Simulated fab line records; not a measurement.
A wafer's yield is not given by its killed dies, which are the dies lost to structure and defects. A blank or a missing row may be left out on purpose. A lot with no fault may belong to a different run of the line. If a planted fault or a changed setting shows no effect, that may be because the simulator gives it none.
A struck lot beside a sound one -- flow ritCmos -- 44 out of 202 route steps
Sound: wafers L734.2, L734.4, L734.5. The struck wafers were L747.1, L747.5, L747.6. Last of all comes the cause.
Per side, at each step with rows, come the tool, then ch with its chambers, and then its first start. Under that, the readings that differ: sound wafers -- struck wafers -- difference of the means -- sigmas: that difference in standard deviations of wafers without a fault.
alike: readings with means less than 2 such deviations apart, plus words and numbers identical on both sides. not compared: withheld readings, readings lacking a value on some wafer, bounds such as >300 that could conceal the same value, and numbers that have no deviation in the record and whose values overlap.
A row with sigmas, a row that says differs or no value, or rows on one side alone: a step with any of these is where the two part. Numbers that don't overlap but have no deviation are shown without sigmas and don't part them. A reading missing from all wafers of one side parts the sides only when that side holds two or more wafers.

first, 1 step without rows for these wafers: RIT_PRETRO_IMPLANT_08.
RIT_PRETRO_STRIP_09: strips in O2, time 180 s.
  sound on plasmaAsher-04 ch 1, day 3 07:56; struck on plasmaAsher-02 ch 0,1, day 6 01:59
reading,sound,struck,difference,sigmas
drypumpMotorCurrentA (A),4.9 5.0 5.0,5.8 5.8 6.0,+0.9,+3
  not compared: rfHoursCounterH
RIT_PRETRO_TW_MEAS_10:
  sound: filmMetro-01 at day 3 08:07; struck: filmMetro-01 at day 6 02:10
  alike: PRETRO_TW
then, 5 steps without rows for these wafers: RIT_GATE_WET_ETCH_00 (etches SiO2 in BOE, target depth 56 nm, time 60 s); RIT_GATE_CLEAN_01 (cleans in SC1, time 600 s); RIT_GATE_CLEAN_02 (cleans in dHF, time 30 s); RIT_GATE_CLEAN_03 (cleans in SC2, time 600 s); RIT_GATE_CLEAN_04 (cleans in dHF, time 60 s).
RIT_FOX2_THK_MEAS_91:
  sound: filmMetro-01 at day 3 08:36; struck: filmMetro-03 at day 6 02:44
  alike: FIELD_OXIDE_LEFT_2_THK
then, 2 steps without rows for these wafers: RIT_GATE_OXIDATION_05 (target thk 3 nm, ox time 270 s); RIT_GATE_ANNEAL_06 (time 600 s).
RIT_GATE_THK_MEAS_07:
  sound: filmMetro-04 at day 3 10:43; struck: filmMetro-03 at day 6 04:08
  alike: GATE_OXIDE_THK
RIT_GATE_CVD_08: deposits poly-Si from SiH4, target thk 250 nm, time 2220 s.
  sound on lpcvd-01 ch 0, day 3 10:46; struck on lpcvd-02 ch 0, day 6 04:11
reading,sound,struck,difference,sigmas
pressureMtorr (mTorr),299.7 299.5 299.9,359.2 360.4 359.6,+60.0,+95
model.poly-Si_of_GATE_CVD_08.thkNm (nm),251.4 250.3 250.5,271.6 271.1 269.6,+20.0,
  alike: susceptorTempC, zonePowerSourcePct
RIT_GATE_THK_MEAS_09:
  sound: filmMetro-01 at day 3 12:23; struck: filmMetro-03 at day 6 06:37
reading,sound,struck,difference,sigmas
GATE_POLY_THK (nm),251.3 250.2 250.7,271.8 271.1 269.5,+20.1,+9
then, 6 steps without rows for these wafers: RIT_GATE_HMDS_10 (prime time 60 s); RIT_GATE_COAT_11 (resist thk 850 nm); RIT_GATE_SOFTBAKE_12 (time 60 s); RIT_GATE_EXPOSE_13 (exposes mask M6, target cd 150 nm); RIT_GATE_PEB_14; RIT_GATE_DEVELOP_15 (develop time 50 s).
RIT_GATE_CD_MEAS_16: target cd 150 nm.
  sound: cdSem-02 at day 3 13:42; struck: cdSem-02 at day 6 07:35
  alike: cdNm
RIT_GATE_OVL_MEAS_17:
  sound: overlay-02 at day 3 13:48; struck: overlay-02 at day 6 07:43
  alike: GATE_OVL
then, 1 step without rows for these wafers: RIT_GATE_HARDBAKE_18 (time 60 s).
RIT_GATE_ETCH_19: etches poly-Si in SF6/CHF3/O2, stops on SiO2, time 165 s, target depth 312.5 nm.
  sound on rieSi-01 ch 0,1, day 3 14:04; struck on rieSi-02 ch 0,1, day 6 07:54
reading,sound,struck,difference,sigmas
oesProductAu (a.u.),0.856 0.851 0.846,0.893 0.885 0.885,+0.037,+4
model.GATE.featureDepthNm (nm),251.4 250.3 250.5,271.6 271.1 269.6,+20.0,
model.etch.depthNm (nm),251.4 250.3 250.5,271.6 271.1 269.6,+20.0,
  alike: drypumpMotorCurrentA, throttleValvePct
  not compared: rfHoursCounterH
RIT_GATE_STRIP_20: strips in O2, time 180 s.
  sound on plasmaAsher-03 ch 0,1, day 3 14:10; struck on plasmaAsher-01 ch 0,1, day 6 08:00
  alike: drypumpMotorCurrentA
  not compared: rfHoursCounterH
RIT_GATE_CD_MEAS_90: target cd 150 nm.
  sound: cdSem-02 at day 3 14:22; struck: cdSem-02 at day 6 08:11
  alike: cdNm
then, 4 steps without rows for these wafers: RIT_REOX_CLEAN_00 (cleans in SC1, time 572.6 s); RIT_REOX_CLEAN_01 (cleans in dHF, time 30 s); RIT_REOX_CLEAN_02 (cleans in SC2, time 600 s); RIT_REOX_OXIDATION_03 (target thk 25.2 nm, ox time 5580 s).
RIT_REOX_THK_MEAS_04:
  sound: filmMetro-03 at day 3 18:01; struck: filmMetro-03 at day 6 11:44
  alike: REOX_OXIDE_THK
then, 6 steps without rows for these wafers: RIT_NLDD_HMDS_00 (prime time 60 s); RIT_NLDD_COAT_01 (resist thk 1000 nm); RIT_NLDD_SOFTBAKE_02 (time 60 s); RIT_NLDD_EXPOSE_03 (exposes mask M7, target cd 40700 nm); RIT_NLDD_PEB_04; RIT_NLDD_DEVELOP_05 (develop time 50 s).
RIT_NLDD_OVL_MEAS_06:
  sound: overlay-01 at day 3 19:02; struck: overlay-01 at day 6 12:47
  alike: NLDD_OVL
then, 2 steps without rows for these wafers: RIT_NLDD_HARDBAKE_07 (time 60 s); RIT_NLDD_IMPLANT_08.
RIT_NLDD_STRIP_09: strips in O2, time 180 s.
  sound on plasmaAsher-01 ch 0,1, day 3 19:22; struck on plasmaAsher-03 ch 0,1, day 6 13:07
  alike: drypumpMotorCurrentA
  not compared: rfHoursCounterH
RIT_NLDD_TW_MEAS_10:
  sound: filmMetro-04 at day 3 19:34; struck: filmMetro-02 at day 6 13:17
  alike: NLDD_TW
RIT_SDANNEAL_CLEAN_02: cleans in SC2, time 600 s.
  sound on wetBench-04 ch 0, day 4 02:42; struck on wetBench-02 ch 0, day 6 20:28
reading,sound,struck,difference,sigmas
model.poly-Si_of_GATE_CVD_08.thkNm (nm),164 164.2 164.2,185.6 186 183.7,+21.0,
RIT_M1_PROBE_99:
  the record has rows for the sound wafers here (prober-01, day 4 10:27) and none for the struck ones

== WHERE THEY PART ==
First at RIT_PRETRO_STRIP_09; last, within this record, at RIT_M1_PROBE_99.

WHY: what had been put in by the simulator
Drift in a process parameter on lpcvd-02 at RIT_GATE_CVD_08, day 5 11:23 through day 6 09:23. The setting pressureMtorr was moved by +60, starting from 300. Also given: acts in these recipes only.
